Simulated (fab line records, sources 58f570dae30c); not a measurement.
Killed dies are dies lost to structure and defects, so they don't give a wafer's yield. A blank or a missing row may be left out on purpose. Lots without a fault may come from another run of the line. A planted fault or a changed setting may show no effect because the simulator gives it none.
Split-lot experiment | flow berkeley_cmos170 | 5 lots, 27 wafers read, on a route of 331 steps

THE SPLIT
At UCB170_V1_ETCH_14 (etches SiO2 in CHF3/CF4/Ar, stops on Al, target depth 1250 nm, time 291 s), the setting target_depth_a was moved away from the recipe's 12500 angstrom on 12 of the 27 wafers read, by -42.3% to +35.9%. The other wafers ran this setting at the recipe's value.

FROM THE SPLIT TO THE READING: what the file shows between them, 1 step
- UCB170_V1_STRIP_15: strips in O2

THE READING
cd_nm, in nm, at UCB170_V1_CD_MEAS_90 (target cd 700 nm). Fault-free wafers of this fab line usually give 700.1 nm, standard deviation 1.3 nm.

wafer  | tool, chamber at the split | target_depth_a as run, angstrom | against the recipe | cd_nm, nm | against lot-mates on the recipe
L074.1 | rie_diel-02, 3             | 16990                           | +35.9%             | 704.9     | +4.6
L074.2 | rie_diel-02, 1             | 16990                           | +35.9%             | 703.5     | +3.2
L074.3 | rie_diel-02, 0             | 12500                           | recipe             | 701.3     | -
L074.4 | rie_diel-02, 2             | 12500                           | recipe             | 699.0     | -
L074.5 | rie_diel-02, 2             | 16990                           | +35.9%             | 702.8     | +2.5
L074.6 | rie_diel-02, 3             | 12500                           | recipe             | 700.5     | -
L076.1 | rie_diel-03, 1             | 7217                            | -42.3%             | 696.1     | -4.4
L076.2 | rie_diel-03, 3             | 12500                           | recipe             | 699.9     | -
L076.3 | rie_diel-03, 0             | 7217                            | -42.3%             | 694.7     | -5.8
L076.4 | rie_diel-03, 2             | 12500                           | recipe             | 700.7     | -
L076.5 | rie_diel-03, 1             | 12500                           | recipe             | 700.9     | -
L076.6 | rie_diel-03, 0             | 7217                            | -42.3%             | 696.8     | -3.7
L079.1 | rie_diel-04, 2             | 16110                           | +28.9%             | 705.1     | +4.3
L079.2 | rie_diel-04, 1             | 12500                           | recipe             | 700.1     | -
L079.3 | rie_diel-04, 3             | 12500                           | recipe             | 701.3     | -
L079.4 | rie_diel-04, 0             | 12500                           | recipe             | 701.0     | -
L079.5 | rie_diel-04, 3             | 16110                           | +28.9%             | 702.4     | +1.6
L079.6 | rie_diel-04, 0             | 16110                           | +28.9%             | 703.2     | +2.4
L082.1 | rie_diel-02, 3             | 12500                           | recipe             | 701.6     | -
L082.2 | rie_diel-02, 0             | 15510                           | +24.1%             | 705.4     | +3.5
L082.3 | rie_diel-02, 1             | 12500                           | recipe             | 701.8     | -
L082.4 | rie_diel-02, 2             | 12500                           | recipe             | 702.4     | -
L082.5 | rie_diel-02, 1             | 15510                           | +24.1%             | 702.5     | +0.6
L082.6 | rie_diel-02, 0             | 15510                           | +24.1%             | 705.0     | +3.1
L085.1 | rie_diel-03, 1             | 12500                           | recipe             | 698.3     | -
L085.2 | rie_diel-03, 2             | 12500                           | recipe             | 700.2     | -
L085.5 | rie_diel-03, 0             | 12500                           | recipe             | 698.7     | -

THE FIT
A straight line over all 27 wafers: cd_nm changes by +0.109 nm for each +1% of target_depth_a; r = +0.89; the points scatter about the line by 1.2 nm.
The same after taking each lot's own level away (the mean of its wafers on the recipe; 27 wafers): +0.103 nm for each +1%; r = +0.93; scatter 0.9 nm.
On that fit, the largest move of target_depth_a shifts the reading by 4.3 nm.
The lots' own levels span 699.07 to 701.93 nm, that is 2.2 times the standard deviation above.
So the lot-to-lot level changes the slope little: the two slopes agree.
Check: with one of the wafers moved furthest among these (-42.3%) left out of the fit, the line predicts -4.44 nm for it against its lot-mates. It came out at -4.4 nm against them.
Tool readings at the split's step, against how far the setting was moved: oes_product_au r = -0.95.

OTHER SPLITS ON THESE WAFERS
These wafers also went through other splits before the reading. Each is held against what the fit with the lots' levels taken away leaves over:
other split on the same wafers           | wafers away from the commonest value | r with cd_nm (lot level and that fit taken away)
UCB170_NWELL_CVD_04 time_s               | 18                                   | +0.03
UCB170_ACTIVE_DEVELOP_12 develop_time_s  | 12                                   | -0.14
UCB170_SACOX_OXIDATION_01 ox_time_s      | 12                                   | -0.02
UCB170_SPACER_ETCHBACK_03 target_depth_a | 12                                   | -0.36

THE WHOLE CHAIN: every reading that the file lists as answering this split, in the file's order
step                 | what it does                                                              | reading                                                                   | change (the file's fit)                   | r (the file's)
UCB170_V1_ETCH_14    | etches SiO2 in CHF3/CF4/Ar, stops on Al, target depth 1250 nm, time 291 s | oes_product_au                                                            | -0.00312 a.u. for each +1% of the setting | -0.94
UCB170_V1_ETCH_14    | etches SiO2 in CHF3/CF4/Ar, stops on Al, target depth 1250 nm, time 291 s | KrF_of_V1_COAT_07.thk_nm (the simulator's own value, which no gauge read) | -2.77 nm for each +1% of the setting      | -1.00
UCB170_V1_STRIP_15   | strips in O2                                                              | strip_time_to_endpoint_s                                                  | withheld for each +1% of the setting      | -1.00
UCB170_V1_CD_MEAS_90 | target cd 700 nm                                                          | cd_nm                                                                     | +0.102 nm for each +1% of the setting     | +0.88

THE FILE'S OWN FIT
cd_nm changes by +0.102 nm for each +1% of target_depth_a, r = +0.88.
